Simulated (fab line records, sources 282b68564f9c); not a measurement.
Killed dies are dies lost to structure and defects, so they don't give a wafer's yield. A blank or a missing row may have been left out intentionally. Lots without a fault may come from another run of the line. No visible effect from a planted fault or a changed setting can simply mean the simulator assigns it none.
A lot that was struck, set against a sound lot ; flow rit-cmos ; 18 steps out of a route of 202
Sound: wafers L398.4, L398.5, L398.6. The struck wafers were L392.1, L392.3, L392.4. The cause is given at the end.
At each step with rows: each side's tool, then ch and its chambers, then its first start. Under that, the readings that differ: sound wafers ; struck wafers ; difference of the means ; sigmas: that difference in standard deviations of wafers without a fault.
alike: readings whose means differ by less than 2 such deviations, and words and numbers that are the same on both sides. not compared: withheld readings, readings that some wafer has no value for, bounds like >300 that may hide the same value, and numbers for which the record gives no deviation and whose values overlap.
A row with sigmas, a row that says differs or no value, or rows on one side alone: a step with any of these is where the two part. Numbers that have no deviation but don't overlap get no sigmas and don't part them. A reading missing from all wafers of one side parts the sides only when that side holds two or more wafers.

RIT_M1_SPUTTER_00: material Al, target thk 400 nm, time 500 s.
  sound: pvd-sputter-03 at day 7 04:32; struck: pvd-sputter-04 at day 5 19:53
  alike: throttle-valve-pct
RIT_M1_RS_MEAS_01: a four-point-probe measurement.
  sound: film-metro-01 at day 7 04:53; struck: film-metro-03 at day 5 20:11
  alike: M1_AL_RS
RIT_M1_THK_MEAS_02: measures by xrf.
  sound: film-metro-01 at day 7 04:58; struck: film-metro-03 at day 5 20:19
  alike: M1_AL_THK
then, 6 steps without rows for these wafers: RIT_M1_HMDS_03 (prime time 60 s); RIT_M1_COAT_04 (resist thk 1300 nm); RIT_M1_SOFTBAKE_05 (time 60 s); RIT_M1_EXPOSE_06 (exposes mask M12, target cd 2600 nm); RIT_M1_PEB_07; RIT_M1_DEVELOP_08 (develop time 68 s).
RIT_M1_CD_MEAS_09 targets a cd of 2600 nm.
  sound: cd-sem-01 at day 7 06:04; struck: cd-sem-02 at day 5 21:26
  alike: cd-nm
RIT_M1_OVL_MEAS_10:
  sound: overlay-01 at day 7 06:09; struck: overlay-02 at day 5 21:33
  alike: M1_OVL
then, 1 step without rows for these wafers: RIT_M1_HARDBAKE_11 (time 120 s).
RIT_M1_METAL_ETCH_12: etches Al in Cl2/BCl3, stops on SiO2, time 165 s, target depth 600 nm.
  sound on rie-metal-01 ch 0,1, day 7 06:28; struck on rie-metal-02 ch 0,1, day 5 21:50
reading;sound;struck;difference;sigmas
oes-product-au (a.u.);0.762 0.775 0.775;1.005 1.002 1.006;+0.234;+27
run-length-s (s);193.1 192.9 193.8;127.4 127.2 127.6;-65.9;-99 or more
model.NOVOLAK_of_M1_COAT_04.thk-nm (nm);810.5 808.7 809.4;942.2 939.8 934;+129.1;
model.M1.feature-depth-nm (nm);434.5 434.3 437;360.2 357.5 368.8;-73.1;
model.etch.depth-nm (nm);402.1 401.8 404.1;360.2 357.5 368.8;-40.5;
  alike: drypump-motor-current-A, throttle-valve-pct
  not compared: rf-hours-counter-h
then, 1 step without rows for these wafers: RIT_M1_STRIP_13 (strips in nmp, time 600 s).
RIT_M1_STRIP_14: strips in O2, time 186.3 s.
  sound on plasma-asher-03 ch 0,1, day 7 06:49; struck on plasma-asher-01 ch 0,1, day 5 22:11
  alike: drypump-motor-current-A
  not compared: rf-hours-counter-h
RIT_M1_CD_MEAS_90 targets a cd of 2600 nm.
  sound: cd-sem-01 at day 7 06:59; struck: cd-sem-02 at day 5 22:21
reading;sound;struck;difference;sigmas
cd-nm (nm);2598.0 2601.2 2601.1;2607.4 2607.1 2606.8;+7.0;+2
then, 1 step without rows for these wafers: RIT_M1_ANNEAL_15 (time 1800 s).
RIT_M1_PROBE_99:
  sound: prober-02 at day 7 09:44; struck: prober-02 at day 6 00:05
reading;sound;struck;difference;sigmas
defect-limited-yield (%);96.6 98.5 96.6;0 0 0;-97;-81
killed_at_M0_to_M3;0 0 0;258 258 261;+259;+99 or more
killed-dies;9 4 9;264 264 264;+257;+80
killed-on-rim;1 0 0;70 70 70;+70;+54
sort_bin_5_function (%);1.9 1.5 1.9;98.9 98.9 99.6;+97.4;+99 or more
sort-n-pass;255 260 255;0 0 0;-257;-80
sort-yield-pct (%);96.6 98.5 96.6;0 0 0;-97;-81
model.etest.tester.sort-n-pass;255 260 255;0 0 0;-257;
model.etest.tester.sort-yield-pct (%);96.59 98.48 96.59;0 0 0;-97;
model.etest.tester.sort_bin_5_pct (%);1.894 1.515 1.894;98.86 98.86 99.62;+97.35;
model.etest.nmos-narrow.short;0 0 0;1 1 1;+1;
model.etest.diode-pplus-comb.over-limit;0 0 0;1 1 1;+1;
model.etest.antenna-poly.short;0 0 0;1 1 1;+1;
model.etest.vpnp.short;0 0 0;1 1 1;+1;
model.etest.retro-edge-pmos.over-limit;0 0 0;1 1 1;+1;
  alike: killed-at-front-end, killed-open, killed-short, sort_bin_3_pad_short, sort_bin_6_memory

== WHERE THEY PART ==
First at RIT_M1_METAL_ETCH_12; last, within this record, at RIT_M1_PROBE_99.

WHY: what had been put in by the simulator
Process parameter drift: rie-metal-02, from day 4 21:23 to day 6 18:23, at RIT_M1_METAL_ETCH_12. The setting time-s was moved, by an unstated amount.
